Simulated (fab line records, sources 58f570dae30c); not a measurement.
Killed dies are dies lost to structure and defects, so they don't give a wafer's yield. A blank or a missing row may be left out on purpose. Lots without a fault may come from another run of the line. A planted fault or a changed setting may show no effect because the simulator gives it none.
Which tool did it? | flow berkeley_cmos170 | 14 lots, 42 wafers sampled, at 1 step of a route of 331

WHAT THE GAUGES READ, wafer by wafer
The record holds no reading of a measuring or inspecting step that can be judged against a usual standard deviation.

WHICH TOOL RAN EACH LOT (tool, then ch and the chambers of the sampled wafers, then the start)
lot  | UCB170_FIELD_WET_ETCH_05
L833 | wet_bench-03 ch 2, day 5 17:09
L834 | wet_bench-03 ch 1, day 5 17:09
L835 | wet_bench-01 ch 0, day 5 23:44
L836 | wet_bench-03 ch 0, day 6 10:46
L837 | wet_bench-03 ch 2, day 6 10:46
L839 | wet_bench-04 ch 3, day 6 22:14
L840 | wet_bench-04 ch 1, day 6 22:14
L841 | wet_bench-03 ch 2, day 7 05:50
L848 | wet_bench-04 ch 0, day 8 16:20
L851 | wet_bench-03 ch 2, day 9 16:29
L852 | wet_bench-03 ch 1, day 9 16:29
L854 | wet_bench-04 ch 0, day 10 01:11
L855 | wet_bench-04 ch 2, day 10 08:01
L856 | wet_bench-04 ch 1, day 10 08:01
- UCB170_FIELD_WET_ETCH_05: etches Si3N4 in H3PO4, time 12600 s.

WHAT THE TOOLS THEMSELVES READ (means of the sampled wafers that have a number; where no wafer has one, the mark that the record gives instead)
UCB170_FIELD_WET_ETCH_05. Usual: bath_heat_duty_pct 28.4 %, standard deviation 2.2; run_length_s 12628 s, standard deviation 3.9.
lot  | tool         | bath_heat_duty_pct (%) | run_length_s (s) | flag
L833 | wet_bench-03 | 30.0                   | 12626            |
L834 | wet_bench-03 | 33.1                   | 12625            |
L835 | wet_bench-01 | 28.3                   | 12626            |
L836 | wet_bench-03 | 30.0                   | 12626            |
L837 | wet_bench-03 | 27.8                   | 12627            |
L839 | wet_bench-04 | 28.0                   | 12633            |
L840 | wet_bench-04 | 27.6                   | 12632            |
L841 | wet_bench-03 | 27.2                   | 12627            |
L848 | wet_bench-04 | 28.3                   | 12634            |
L851 | wet_bench-03 | 28.7                   | 18237            | OFF
L852 | wet_bench-03 | 30.9                   | 18235            | OFF
L854 | wet_bench-04 | 27.9                   | 12634            |
L855 | wet_bench-04 | 26.7                   | 12633            |
L856 | wet_bench-04 | 27.7                   | 12633            |

THE ANSWER, worked out from the rows above alone
Rule: a lot is off if the mean of its wafers that have a number lies more than 3 standard deviations from the usual mean. A lot without any number at a reading at which 4 lots or more have one is off too. The other lots that the step has rows for count as sound. The gauges are gone through in route order, then the tools' own readings, and for those a lot's mean is taken as printed above. The first step at which some lot is off is used, and at that step the reading that is off furthest; a lot without a number counts as furthest.
Off: L851, L852, at UCB170_FIELD_WET_ETCH_05 (run_length_s).
A tool fits if, at that step or a process step before it, it ran every lot that is off, and no sound lot after the first of them. One fits: wet_bench-03 at UCB170_FIELD_WET_ETCH_05. Its last sound lot is L841 (day 7 05:50), its first lot that is off L851 (day 9 16:29): a fault that began between those two fits.
The tool's own readings at UCB170_FIELD_WET_ETCH_05 bear it out: on the lots that are off they differ by more than 5 times the standard deviation of the sound lots' means. run_length_s reads 18236 s there against 12630 s on the sound lots.

WHAT THE SIMULATOR HAD PUT IN
Process parameter drift: wet_bench-03, from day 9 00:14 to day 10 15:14, at UCB170_FIELD_WET_ETCH_05. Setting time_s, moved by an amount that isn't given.
Lots struck among those shown: L851, L852. The rule above found the same.
